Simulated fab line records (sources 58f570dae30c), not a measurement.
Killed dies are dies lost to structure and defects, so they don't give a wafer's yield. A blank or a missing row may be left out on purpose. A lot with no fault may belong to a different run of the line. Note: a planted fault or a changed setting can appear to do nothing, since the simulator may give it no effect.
The tool behind it: which one? + flow berkeley-cmos170 + 7 lots, 21 wafers sampled, at 2 steps of a route of 331

## WHAT EACH GAUGE READ, for each wafer
UCB170_NWELL_THK_MEAS_05.
| lot  | measured    | on            | NWELL_NITRIDE_THK (nm) |
|------|-------------|---------------|------------------------|
| L861 | day 2 14:25 | film-metro-01 | 212.4 212.1 213.6      |
| L863 | day 3 02:07 | film-metro-03 | 214.0 214.7 215.2      |
| L865 | day 3 17:03 | film-metro-04 | 209.4 212.3 211.8      |
| L868 | day 4 15:54 | film-metro-01 | 213.4 211.9 212.2      |
| L871 | day 4 23:10 | film-metro-03 | 216.0 216.6 214.3      |
| L874 | day 5 12:05 | film-metro-04 | 319.1 317.2 316.6      |
| L883 | day 6 22:01 | film-metro-04 | 214.2 212.3 213.5      |

## EACH LOT AND THE TOOL THAT RAN IT (in order: tool; ch and the chambers of the sampled wafers; start)
| lot  | UCB170_NWELL_CVD_04        |
|------|----------------------------|
| L861 | lpcvd-02 ch 1, day 2 12:29 |
| L863 | lpcvd-01 ch 0, day 3 00:11 |
| L865 | lpcvd-01 ch 0, day 3 14:08 |
| L868 | lpcvd-01 ch 1, day 4 13:58 |
| L871 | lpcvd-02 ch 1, day 4 21:13 |
| L874 | lpcvd-02 ch 0, day 5 10:09 |
| L883 | lpcvd-01 ch 1, day 6 20:05 |
- UCB170_NWELL_CVD_04: deposits Si3N4 from SiH2Cl2/NH3, target thk 224 nm, time 3212 s.

## THE ANSWER, worked out from the rows above alone
Rule: the lots themselves supply what counts as usual. Put in order of their means at a reading, lots are off if they are a third of the lots or fewer, leave a main group of 4 or more, and stand apart from it by a gap of 3 or more times the standard deviation of the main group's means; of several such gaps the widest counts. Not used: any main group whose means are identical at the precision the tables above print for the reading. A lot without any number at a reading at which 4 lots or more have one is off too. Any other lot the step has rows for is counted as sound.
Off: L874, at UCB170_NWELL_THK_MEAS_05 (NWELL_NITRIDE_THK). Main group: mean 213.3 nm, sd 1.5.
If a tool, at a process step before that reading, ran all the lots that are off and no sound lot after the first of them, it fits. Gauges at UCB170_NWELL_THK_MEAS_05: tried the same way as those tools. One fits: UCB170_NWELL_CVD_04 on lpcvd-02. A fault onset in the window from L871 (day 4 21:13, its last sound lot) to L874 (day 5 10:09, its first lot off) fits.

## WHAT HAD BEEN PUT IN BY THE SIMULATOR
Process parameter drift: lpcvd-02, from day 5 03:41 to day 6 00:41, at UCB170_NWELL_CVD_04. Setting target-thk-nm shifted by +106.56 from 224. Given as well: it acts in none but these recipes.
Shown lots that were struck: L874. The same result came from the rule above.
